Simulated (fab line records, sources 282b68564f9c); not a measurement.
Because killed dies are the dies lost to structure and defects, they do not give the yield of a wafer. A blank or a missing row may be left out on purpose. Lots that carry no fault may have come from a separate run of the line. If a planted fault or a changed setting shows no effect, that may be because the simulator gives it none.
fab line records | flow rit-cmos
[record] lots = 14 | wafers = 42 | last-day = 7
route steps=202 shown M1@195
lots that met no fault: from a run of the same line without faults
start-h: hours from the record's opening day to when the first of the lot's shown wafers began | wait-h: time in hours since the lot's previous step | " as in the row above | L1.1+2: several wafers, shown together as one row | - value missing, or start not given | * or withheld: withheld | < > ~ a bound
route shown NAME@n: a module of which the file shows steps, and the number in the route of the first | usual: mean and standard deviation over wafers with no fault | same: alike in all rows | chamber/n: place in a boat | sites: per-site readings | _std_site: standard deviation across them | _edge_site: outer sites' mean less inner sites' | radius-mm: how far each site lies from the wafer's centre | mask NAME#n: copy n | behind: tool/chamber where the wafer was last shaped | hold: why the lot went on hold/how many hours it stayed there/how the hold came to an end | device: names the non-switching transistor (n, p or np) | end of line: tests of these same wafers at the route's end | for a step that has no rows: nothing shown but its recipe | killed: dies lost to structure and defects at the first sort, not the wafer's yield | map: shows each die of a wafer: x if killed, . if not, _ if none is there
set.NAME: setting as actually run; set.NAME@STEP: the setting as run at that earlier step | model.NAME: the simulator's own value behind a step, which no gauge read
steps of the route over a sample of lots; a table a step, a row a wafer
services: a tool's chamber out of use, with start hour (start-h, from the record's first day; less than 0 if before it), hours out, and reason
[[steps]]
[step RIT_M1_HARDBAKE_11]
[recipe] resist = NOVOLAK | temp-c = 140 | time-s = 120
[usual] exhaust-pa = 44.9/0.94 | heater-power-total-W = 52.03/0.06 | plate-temp-C = 139.96/0.13
lot.wafer | tool           | chamber | start-h | wait-h | exhaust-pa | heater-power-total-W | plate-temp-C
L235.3    | litho-track-03 | 0       | 53.79   | 0.1    | 43.4       | 52.10                | 139.95
L235.4    | "              | 0       | "       | "      | 43.2       | 52.02                | 139.86
L235.6    | "              | 0       | "       | "      | 43.1       | 52.10                | 140.02
L236.4    | litho-track-04 | 0       | 60.09   | 0.1    | 44.7       | 52.10                | 140.07
L236.5    | "              | 0       | "       | "      | 45.2       | 52.10                | 139.60
L236.6    | "              | 0       | "       | "      | 44.8       | 51.99                | 139.89
L238.3    | litho-track-01 | 0       | 70.62   | 0.1    | 45.9       | 52.07                | 140.01
L238.4    | "              | 0       | "       | "      | 47.0       | 52.01                | 140.00
L238.5    | "              | 0       | "       | "      | 44.9       | 52.02                | 139.91
L239.1    | litho-track-04 | 0       | 74.71   | 0.0    | 43.5       | 51.99                | 139.92
L239.4    | "              | 0       | "       | "      | 43.6       | 52.00                | 139.88
L239.6    | "              | 0       | "       | "      | 43.4       | 52.08                | 139.85
L240.2    | litho-track-01 | 0       | 78.75   | 0.1    | 43.3       | 52.02                | 140.26
L240.4    | "              | 0       | "       | "      | 45.7       | 51.94                | 139.89
L240.5    | "              | 0       | "       | "      | 46.6       | 52.04                | 140.21
L241.1    | litho-track-03 | 0       | 83.53   | 0.0    | 44.7       | 52.05                | 140.15
L241.2    | "              | 0       | "       | "      | 44.8       | 51.97                | 139.97
L241.6    | "              | 0       | "       | "      | 44.4       | 52.04                | 139.88
L244.1    | litho-track-03 | 0       | 99.44   | 0.0    | 42.9       | 50.20                | 136.22
L244.4    | "              | 0       | "       | "      | 45.4       | 50.28                | 136.38
L244.6    | "              | 0       | "       | "      | 43.4       | 50.32                | 136.21
L245.2    | litho-track-01 | 0       | 104.17  | 0.1    | 43.1       | 51.99                | 140.03
L245.5    | "              | 0       | "       | "      | 45.4       | 52.06                | 140.04
L245.6    | "              | 0       | "       | "      | 44.6       | 51.95                | 139.85
L246.2    | litho-track-03 | 0       | 108.40  | 0.1    | 44.1       | 50.27                | 136.29
L246.5    | "              | 0       | "       | "      | 44.6       | 50.13                | 136.24
L246.6    | "              | 0       | "       | "      | 45.0       | 50.31                | 136.62
L250.2    | litho-track-04 | 0       | 129.91  | 0.1    | 44.5       | 52.06                | 140.10
L250.4    | "              | 0       | "       | "      | 45.1       | 52.01                | 139.74
L250.6    | "              | 0       | "       | "      | 44.2       | 51.98                | 139.85
L251.3    | litho-track-04 | 0       | 134.72  | 0.1    | 46.5       | 52.07                | 140.05
L251.4    | "              | 0       | "       | "      | 46.0       | 52.15                | 140.00
L251.6    | "              | 0       | "       | "      | 44.4       | 52.22                | 139.91
L255.2    | litho-track-01 | 0       | 154.92  | 0.1    | 44.4       | 52.02                | 139.92
L255.3    | "              | 0       | "       | "      | 44.5       | 51.96                | 139.94
L255.5    | "              | 0       | "       | "      | 44.8       | 52.14                | 139.97
L256.2    | litho-track-04 | 0       | 159.08  | 0.1    | 44.4       | 52.00                | 139.91
L256.3    | "              | 0       | "       | "      | 43.5       | 52.07                | 140.05
L256.6    | "              | 0       | "       | "      | 45.0       | 52.07                | 139.79
L257.1    | litho-track-01 | 0       | 163.99  | 0.0    | 45.0       | 52.04                | 140.01
L257.3    | "              | 0       | "       | "      | 44.7       | 52.02                | 140.06
L257.4    | "              | 0       | "       | "      | 45.1       | 52.07                | 139.99
[step RIT_M1_PROBE_99]
[usual] defect-limited-yield = 97.3/1.3 | killed_at_M0_to_M3 = 0.0/0.14 | killed-at-contacts = 0.1/0.36 | killed-at-front-end = 7/3.4 | killed-dies = 7/3.4 | killed-on-rim = 2.0/1.5 | killed-open = 3.3/2 | killed-short = 3.8/2.4 | sort_bin_3_pad_short = 0.1/0.24 | sort_bin_5_function = 1.5/0.86 | sort_bin_6_memory = 1.0/0.74 | sort-n-pass = 257/3.4 | sort-yield-pct = 97.3/1.3
[same] gross-dies = 264 | killed_at_M4_up = 0 | killed-at-back-side = 0 | killed-at-other = 0
lot.wafer | tool      | chamber | start-h | wait-h | defect-limited-yield[%] | killed_at_M0_to_M3 | killed-at-contacts | killed-at-front-end | killed-dies | killed-on-rim | killed-open | killed-short | sort_bin_3_pad_short[%] | sort_bin_5_function[%] | sort_bin_6_memory[%] | sort-n-pass | sort-yield-pct[%]
L235.3    | prober-02 | -       | 56.31   | 0.2    | 96.6                    | 0                  | 2                  | 7                   | 9           | 4             | 4           | 5            | 0.4                     | 1.9                    | 1.1                  | 255         | 96.6
L235.4    | prober-02 | -       | 56.36   | 0.2    | 96.6                    | 0                  | 0                  | 9                   | 9           | 4             | 5           | 4            | 0                       | 2.3                    | 1.1                  | 255         | 96.6
L235.6    | prober-02 | -       | 56.46   | 0.2    | 99.2                    | 0                  | 0                  | 2                   | 2           | 1             | 2           | 0            | 0                       | 0.4                    | 0.4                  | 262         | 99.2
L236.4    | prober-01 | -       | 62.65   | 0.2    | 97.3                    | 0                  | 0                  | 7                   | 7           | 3             | 2           | 5            | 0.4                     | 1.5                    | 0.8                  | 257         | 97.3
L236.5    | prober-01 | -       | 62.70   | 0.2    | 97.3                    | 0                  | 0                  | 7                   | 7           | 2             | 5           | 2            | 0.4                     | 1.1                    | 1.1                  | 257         | 97.3
L236.6    | prober-01 | -       | 62.75   | 0.2    | 97.7                    | 0                  | 0                  | 6                   | 6           | 2             | 3           | 3            | 0                       | 1.1                    | 1.1                  | 258         | 97.7
L238.3    | prober-01 | -       | 73.14   | 0.2    | 96.2                    | 0                  | 1                  | 9                   | 10          | 1             | 2           | 8            | 0                       | 1.9                    | 1.9                  | 254         | 96.2
L238.4    | prober-01 | -       | 73.19   | 0.2    | 98.5                    | 0                  | 1                  | 3                   | 4           | 0             | 2           | 1            | 0                       | 1.5                    | 0                    | 260         | 98.5
L238.5    | prober-01 | -       | 73.24   | 0.2    | 98.5                    | 0                  | 0                  | 4                   | 4           | 0             | 1           | 3            | 0                       | 1.5                    | 0                    | 260         | 98.5
L239.1    | prober-02 | -       | 77.23   | 0.1    | 99.2                    | 0                  | 0                  | 2                   | 2           | 1             | 2           | 0            | 0                       | 0.8                    | 0                    | 262         | 99.2
L239.4    | prober-02 | -       | 77.38   | 0.2    | 97.3                    | 0                  | 0                  | 7                   | 7           | 2             | 0           | 7            | 0                       | 1.9                    | 0.8                  | 257         | 97.3
L239.6    | prober-02 | -       | 77.48   | 0.2    | 97.3                    | 0                  | 1                  | 6                   | 7           | 4             | 5           | 2            | 0                       | 1.1                    | 1.5                  | 257         | 97.3
L240.2    | prober-01 | -       | 81.26   | 0.1    | 97.0                    | 0                  | 0                  | 8                   | 8           | 2             | 4           | 2            | 0.4                     | 2.3                    | 0.4                  | 256         | 97.0
L240.4    | prober-01 | -       | 81.36   | 0.2    | 94.3                    | 0                  | 0                  | 15                  | 15          | 5             | 7           | 7            | 0                       | 3.8                    | 1.9                  | 249         | 94.3
L240.5    | prober-01 | -       | 81.41   | 0.2    | 97.0                    | 1                  | 0                  | 7                   | 8           | 2             | 4           | 4            | 0                       | 2.7                    | 0.4                  | 256         | 97.0
L241.1    | prober-02 | -       | 86.04   | 0.1    | 97.7                    | 0                  | 0                  | 6                   | 6           | 3             | 4           | 2            | 0                       | 2.3                    | 0                    | 258         | 97.7
L241.2    | prober-02 | -       | 86.09   | 0.1    | 98.1                    | 0                  | 0                  | 5                   | 5           | 2             | 2           | 3            | 0                       | 1.1                    | 0.8                  | 259         | 98.1
L241.6    | prober-02 | -       | 86.29   | 0.2    | 97.0                    | 0                  | 0                  | 8                   | 8           | 1             | 5           | 3            | 0                       | 1.5                    | 1.5                  | 256         | 97.0
L244.1    | prober-01 | -       | 101.94  | 0.1    | 98.1                    | 0                  | 0                  | 5                   | 5           | 1             | 3           | 2            | 0                       | 0.8                    | 1.1                  | 259         | 98.1
L244.4    | prober-01 | -       | 102.09  | 0.2    | 97.0                    | 0                  | 2                  | 6                   | 8           | 2             | 6           | 2            | 0.4                     | 2.3                    | 0.4                  | 256         | 97.0
L244.6    | prober-01 | -       | 102.19  | 0.2    | 97.3                    | 0                  | 0                  | 7                   | 7           | 2             | 4           | 3            | 0.4                     | 1.9                    | 0.4                  | 257         | 97.3
L245.2    | prober-02 | -       | 106.70  | 0.1    | 96.6                    | 0                  | 0                  | 9                   | 9           | 5             | 3           | 6            | 0.8                     | 1.9                    | 0.8                  | 255         | 96.6
L245.5    | prober-02 | -       | 106.85  | 0.2    | 96.2                    | 0                  | 0                  | 10                  | 10          | 3             | 3           | 7            | 0                       | 1.5                    | 2.3                  | 254         | 96.2
L245.6    | prober-02 | -       | 106.90  | 0.2    | 97.3                    | 0                  | 0                  | 7                   | 7           | 1             | 3           | 4            | 0.4                     | 0.8                    | 1.5                  | 257         | 97.3
L246.2    | prober-01 | -       | 110.91  | 0.1    | 98.1                    | 0                  | 0                  | 5                   | 5           | 0             | 3           | 2            | 0                       | 0.4                    | 1.5                  | 259         | 98.1
L246.5    | prober-01 | -       | 111.06  | 0.2    | 97.7                    | 0                  | 0                  | 6                   | 6           | 2             | 3           | 3            | 0                       | 2.3                    | 0                    | 258         | 97.7
L246.6    | prober-01 | -       | 111.11  | 0.2    | 98.5                    | 0                  | 0                  | 4                   | 4           | 0             | 2           | 2            | 0                       | 0.4                    | 1.1                  | 260         | 98.5
L250.2    | prober-01 | -       | 132.42  | 0.1    | 98.1                    | 0                  | 0                  | 5                   | 5           | 2             | 2           | 3            | 0                       | 1.1                    | 0.8                  | 259         | 98.1
L250.4    | prober-01 | -       | 132.52  | 0.2    | 97.7                    | 0                  | 0                  | 6                   | 6           | 3             | 2           | 4            | 0.4                     | 1.1                    | 0.8                  | 258         | 97.7
L250.6    | prober-01 | -       | 132.62  | 0.2    | 95.5                    | 0                  | 0                  | 12                  | 12          | 1             | 8           | 4            | 0                       | 1.9                    | 2.7                  | 252         | 95.5
L251.3    | prober-02 | -       | 137.24  | 0.2    | 96.6                    | 0                  | 0                  | 9                   | 9           | 0             | 7           | 2            | 0                       | 1.1                    | 2.3                  | 255         | 96.6
L251.4    | prober-02 | -       | 137.29  | 0.2    | 98.1                    | 0                  | 0                  | 5                   | 5           | 1             | 3           | 2            | 0                       | 1.1                    | 0.8                  | 259         | 98.1
L251.6    | prober-02 | -       | 137.39  | 0.2    | 93.6                    | 0                  | 0                  | 17                  | 17          | 5             | 3           | 14           | 1.5                     | 2.3                    | 2.7                  | 247         | 93.6
L255.2    | prober-02 | -       | 158.49  | 0.1    | 95.5                    | 0                  | 0                  | 12                  | 12          | 4             | 5           | 7            | 0                       | 2.3                    | 2.3                  | 252         | 95.5
L255.3    | prober-02 | -       | 158.54  | 0.2    | 97.7                    | 0                  | 0                  | 6                   | 6           | 2             | 1           | 5            | 0.4                     | 1.1                    | 0.8                  | 258         | 97.7
L255.5    | prober-02 | -       | 158.64  | 0.2    | 95.8                    | 0                  | 0                  | 11                  | 11          | 3             | 6           | 5            | 0                       | 2.3                    | 1.9                  | 253         | 95.8
L256.2    | prober-01 | -       | 161.61  | 0.1    | 93.9                    | 0                  | 0                  | 16                  | 16          | 5             | 6           | 9            | 0                       | 3.8                    | 2.3                  | 248         | 93.9
L256.3    | prober-01 | -       | 161.66  | 0.2    | 99.2                    | 0                  | 0                  | 2                   | 2           | 0             | 1           | 1            | 0                       | 0.4                    | 0.4                  | 262         | 99.2
L256.6    | prober-01 | -       | 161.81  | 0.2    | 97.3                    | 0                  | 0                  | 7                   | 7           | 1             | 4           | 3            | 0                       | 1.1                    | 1.5                  | 257         | 97.3
L257.1    | prober-02 | -       | 166.51  | 0.1    | 97.3                    | 0                  | 0                  | 7                   | 7           | 3             | 5           | 2            | 0                       | 2.3                    | 0.4                  | 257         | 97.3
L257.3    | prober-02 | -       | 166.61  | 0.2    | 97.0                    | 0                  | 0                  | 8                   | 8           | 2             | 2           | 6            | 0                       | 1.1                    | 1.9                  | 256         | 97.0
L257.4    | prober-02 | -       | 166.66  | 0.2    | 98.1                    | 0                  | 0                  | 5                   | 5           | 1             | 1           | 4            | 0                       | 1.5                    | 0.4                  | 259         | 98.1
// killed by level:class
L235.3 SILICIDE:geometric-particle:short=2 CONTACT:geometric-particle:open=2 FOX1:geometric-particle:short=1 FOX2:geometric-particle:short=1 GATE:geometric-particle:open=1 REOX:geometric-particle:short=1 SILICIDE:geometric-particle:open=1
L235.4 GATE:geometric-particle:open=3 GATE:geometric-particle:short=2 FOX1:geometric-particle:open=1 FOX1:geometric-particle:short=1 REOX:geometric-particle:open=1 SILICIDE:geometric-particle:short=1
L235.6 REOX:geometric-particle:open=1 SILICIDE:geometric-particle:open=1
L236.4 GATE:geometric-particle:short=2 SILICIDE:geometric-particle:short=2 FOX1:geometric-particle:short=1 GATE:geometric-particle:open=1 SILICIDE:geometric-particle:open=1
L236.5 SILICIDE:geometric-particle:open=3 GATE:geometric-particle:open=1 SPACER:geometric-particle:short=1 SPACER:geometric-particle:open=1 SILICIDE:geometric-particle:short=1
L236.6 SILICIDE:geometric-particle:open=2 FOX1:geometric-particle:short=1 FOX2:geometric-particle:short=1 REOX:geometric-particle:open=1 SILICIDE:geometric-particle:short=1
L238.3 FOX1:geometric-particle:short=2 FOX2:geometric-particle:short=2 SPACER:geometric-particle:short=2 FOX1:geometric-particle:open=1 GATE:geometric-particle:short=1 SPACER:geometric-particle:open=1 CONTACT:geometric-particle:short=1
L238.4 FOX1:geometric-particle:open=1 SILICIDE:geometric-particle:open=1 CONTACT:geometric-particle:short=1 NWELL:coat-microbubble-printed=1
L238.5 FOX1:geometric-particle:short=1 GATE:geometric-particle:open=1 REOX:geometric-particle:short=1 SPACER:geometric-particle:short=1
L239.1 REOX:geometric-particle:open=1 SILICIDE:geometric-particle:open=1
L239.4 GATE:geometric-particle:short=3 FOX1:geometric-particle:short=1 REOX:geometric-particle:short=1 SPACER:geometric-particle:short=1 SILICIDE:geometric-particle:short=1
L239.6 FOX1:geometric-particle:open=2 GATE:geometric-particle:open=2 REOX:geometric-particle:short=1 SPACER:geometric-particle:short=1 CONTACT:geometric-particle:open=1
L240.2 GATE:geometric-particle:short=2 GATE:geometric-particle:open=2 NSD:coat-microbubble-printed=2 FOX2:geometric-particle:open=1 SPACER:geometric-particle:open=1
L240.4 GATE:geometric-particle:open=5 GATE:geometric-particle:short=5 FOX1:geometric-particle:short=1 FOX1:geometric-particle:open=1 REOX:geometric-particle:short=1 SPACER:geometric-particle:open=1 NSD:coat-microbubble-printed=1
L240.5 GATE:geometric-particle:open=2 GATE:geometric-particle:short=2 REOX:geometric-particle:open=2 REOX:geometric-particle:short=1 M1:geometric-particle:short=1
L241.1 FOX1:geometric-particle:open=3 FOX1:geometric-particle:short=1 GATE:geometric-particle:short=1 REOX:geometric-particle:open=1
L241.2 REOX:geometric-particle:short=2 GATE:geometric-particle:short=1 REOX:geometric-particle:open=1 SPACER:geometric-particle:open=1
L241.6 FOX2:geometric-particle:open=2 GATE:geometric-particle:open=2 SPACER:geometric-particle:short=2 GATE:geometric-particle:short=1 REOX:geometric-particle:open=1
L244.1 FOX1:geometric-particle:open=2 GATE:geometric-particle:short=2 FOX2:geometric-particle:open=1
L244.4 GATE:geometric-particle:open=2 GATE:geometric-particle:short=2 CONTACT:geometric-particle:open=2 FOX1:geometric-particle:open=1 SPACER:geometric-particle:open=1
L244.6 GATE:geometric-particle:short=2 ACTIVE:geometric-particle:open=1 FOX1:geometric-particle:short=1 FOX1:geometric-particle:open=1 FOX2:geometric-particle:open=1 REOX:geometric-particle:open=1
L245.2 GATE:geometric-particle:short=3 FOX1:geometric-particle:open=1 GATE:geometric-particle:open=1 REOX:geometric-particle:short=1 SPACER:geometric-particle:short=1 SILICIDE:geometric-particle:short=1 SILICIDE:geometric-particle:open=1
L245.5 GATE:geometric-particle:short=4 GATE:geometric-particle:open=2 SILICIDE:geometric-particle:short=2 FOX1:geometric-particle:short=1 FOX2:geometric-particle:open=1
L245.6 REOX:geometric-particle:short=3 FOX1:geometric-particle:open=1 FOX2:geometric-particle:short=1 GATE:geometric-particle:open=1 REOX:geometric-particle:open=1
L246.2 GATE:geometric-particle:open=2 GATE:geometric-particle:short=1 REOX:geometric-particle:open=1 SILICIDE:geometric-particle:short=1
L246.5 SILICIDE:geometric-particle:short=2 FOX1:geometric-particle:open=1 GATE:geometric-particle:open=1 REOX:geometric-particle:short=1 SILICIDE:geometric-particle:open=1
L246.6 GATE:geometric-particle:open=2 FOX1:geometric-particle:short=1 GATE:geometric-particle:short=1
L250.2 REOX:geometric-particle:short=2 SILICIDE:geometric-particle:open=2 SILICIDE:geometric-particle:short=1
L250.4 GATE:geometric-particle:short=3 GATE:geometric-particle:open=1 REOX:geometric-particle:open=1 SPACER:geometric-particle:short=1
L250.6 GATE:geometric-particle:open=4 FOX1:geometric-particle:short=3 FOX1:geometric-particle:open=1 FOX2:geometric-particle:open=1 GATE:geometric-particle:short=1 REOX:geometric-particle:open=1 SPACER:geometric-particle:open=1
L251.3 GATE:geometric-particle:open=4 REOX:geometric-particle:open=2 GATE:geometric-particle:short=1 REOX:geometric-particle:short=1 SILICIDE:geometric-particle:open=1
L251.4 FOX1:geometric-particle:short=2 SPACER:geometric-particle:open=2 FOX1:geometric-particle:open=1
L251.6 GATE:geometric-particle:short=5 REOX:geometric-particle:short=5 FOX1:geometric-particle:short=2 SPACER:geometric-particle:short=2 GATE:geometric-particle:open=1 SPACER:geometric-particle:open=1 SILICIDE:geometric-particle:open=1
L255.2 FOX1:geometric-particle:short=4 SILICIDE:geometric-particle:open=2 FOX1:geometric-particle:open=1 FOX2:geometric-particle:open=1 FOX2:geometric-particle:short=1 GATE:geometric-particle:short=1 SPACER:geometric-particle:short=1 SPACER:geometric-particle:open=1
L255.3 FOX1:geometric-particle:short=2 GATE:geometric-particle:short=2 FOX1:geometric-particle:open=1 SPACER:geometric-particle:short=1
L255.5 GATE:geometric-particle:short=3 GATE:geometric-particle:open=2 SPACER:geometric-particle:open=2 FOX1:geometric-particle:short=1 FOX1:geometric-particle:open=1 SPACER:geometric-particle:short=1 SILICIDE:geometric-particle:open=1
L256.2 GATE:geometric-particle:short=5 SPACER:geometric-particle:short=3 GATE:geometric-particle:open=2 SILICIDE:geometric-particle:open=2 ACTIVE:geometric-particle:open=1 FOX2:geometric-particle:open=1 FOX2:geometric-particle:short=1 GATE:coat-microbubble-printed=1
L256.3 FOX1:geometric-particle:short=1 SILICIDE:geometric-particle:open=1
L256.6 GATE:geometric-particle:short=2 FOX1:geometric-particle:short=1 FOX2:geometric-particle:open=1 GATE:geometric-particle:open=1 REOX:geometric-particle:open=1 SPACER:geometric-particle:open=1
L257.1 GATE:geometric-particle:open=2 SILICIDE:geometric-particle:open=2 FOX1:geometric-particle:open=1 GATE:geometric-particle:short=1 REOX:geometric-particle:short=1
L257.3 SILICIDE:geometric-particle:short=4 GATE:geometric-particle:open=2 GATE:geometric-particle:short=1 REOX:geometric-particle:short=1
L257.4 SILICIDE:geometric-particle:short=2 FOX2:geometric-particle:short=1 GATE:geometric-particle:short=1 SILICIDE:geometric-particle:open=1
[[services]]
tool           | chamber | start-h | hours | kind
litho-track-04 | -       | 121.97  | -     | consumable-replace:filter
[[key]]
[first-sign] step = RIT_M1_HARDBAKE_11 | reading = heater-power-total-W | direction = down | sigmas = 30 | usual = 52.03 | struck = 50.25
[effect] step = RIT_M1_HARDBAKE_11 | reading = plate-temp-C | direction = down | sigmas = 27 | usual = * | struck = *
met-at RIT_M1_HARDBAKE_11
struck-lots L244,L246
onset-between 83.53 99.44
[fault] kind = process-parameter-drift | tool = litho-track-03 | chamber = - | onset-h = 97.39 | steps = RIT_M1_HARDBAKE_11 | channel = temp-c | offset = * | shape = step | end-h = 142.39 | acts-in = * | stated = *
